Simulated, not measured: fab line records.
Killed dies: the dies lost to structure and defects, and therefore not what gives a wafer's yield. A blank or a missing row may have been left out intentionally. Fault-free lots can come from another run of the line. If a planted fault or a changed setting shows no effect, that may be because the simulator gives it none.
Which of the tools did it? || flow ritCmos || 7 lots with 21 wafers sampled at 2 steps, on a route of 202 steps

== WHAT THE GAUGES READ, wafer by wafer ==
RIT_SDANNEAL_RS_MEAS_06: measurement is done with a four-point probe.
{"lot": "L326", "measured": "day 3 14:56", "on": "filmMetro-03", "PLDD_RS (ohm/sq)": "177.6 177.6 178.1"}
{"lot": "L328", "measured": "day 4 01:06", "on": "filmMetro-03", "PLDD_RS (ohm/sq)": "178.4 178.5 178.7"}
{"lot": "L332", "measured": "day 4 19:35", "on": "filmMetro-01", "PLDD_RS (ohm/sq)": "177.5 178.2 177.9"}
{"lot": "L334", "measured": "day 5 03:59", "on": "filmMetro-03", "PLDD_RS (ohm/sq)": "178.0 178.1 177.8"}
{"lot": "L338", "measured": "day 6 00:10", "on": "filmMetro-03", "PLDD_RS (ohm/sq)": "180.9 181.0 181.3"}
{"lot": "L340", "measured": "day 6 14:51", "on": "filmMetro-01", "PLDD_RS (ohm/sq)": "181.9 182.0 182.1"}
{"lot": "L347", "measured": "day 8 03:49", "on": "filmMetro-01", "PLDD_RS (ohm/sq)": "178.9 178.3 178.9"}

== WHICH TOOL RAN EACH LOT (tool, then ch and the chambers of the sampled wafers, then the start) ==
{"lot": "L326", "RIT_PLDD_IMPLANT_08": "implanter-02 ch 0, day 3 06:59"}
{"lot": "L328", "RIT_PLDD_IMPLANT_08": "implanter-02 ch 0, day 3 16:43"}
{"lot": "L332", "RIT_PLDD_IMPLANT_08": "implanter-03 ch 0, day 4 12:05"}
{"lot": "L334", "RIT_PLDD_IMPLANT_08": "implanter-03 ch 0, day 4 21:19"}
{"lot": "L338", "RIT_PLDD_IMPLANT_08": "implanter-02 ch 0, day 5 17:35"}
{"lot": "L340", "RIT_PLDD_IMPLANT_08": "implanter-02 ch 0, day 6 08:14"}
{"lot": "L347", "RIT_PLDD_IMPLANT_08": "implanter-04 ch 0, day 7 19:45"}
- RIT_PLDD_IMPLANT_08

== THE ANSWER, worked out from the rows above alone ==
Rule: usual is defined by the lots themselves. Put in order of their means at a reading, lots are off if they are a third of the lots or fewer, leave a main group of 4 or more, and stand apart from it by a gap of 3 or more times the standard deviation of the main group's means; of several such gaps the widest counts. If all means in a main group match to the digits the tables above print for the reading, that group is not used. Also off: a lot with no number at a reading for which 4 or more lots have one. All remaining lots with rows at the step are treated as sound.
Off: L338, L340, at RIT_SDANNEAL_RS_MEAS_06 (PLDD_RS). For the main group the mean is 178.2 ohm/sq and the standard deviation 0.38.
A tool fits if, at a process step before that reading, it ran every lot that is off, and no sound lot after the first of them. The gauges at RIT_SDANNEAL_RS_MEAS_06 are tried like those tools. One fits: implanter-02 at RIT_PLDD_IMPLANT_08. A fault onset in the window from L328 (day 3 16:43, its last sound lot) to L338 (day 5 17:35, its first lot off) fits.

== WHAT WAS PUT IN BY THE SIMULATOR ==
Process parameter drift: implanter-02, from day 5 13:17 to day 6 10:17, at RIT_PLDD_IMPLANT_08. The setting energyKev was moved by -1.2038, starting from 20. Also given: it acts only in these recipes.
Struck lots among those shown: L338, L340. The rule above reached the same finding.
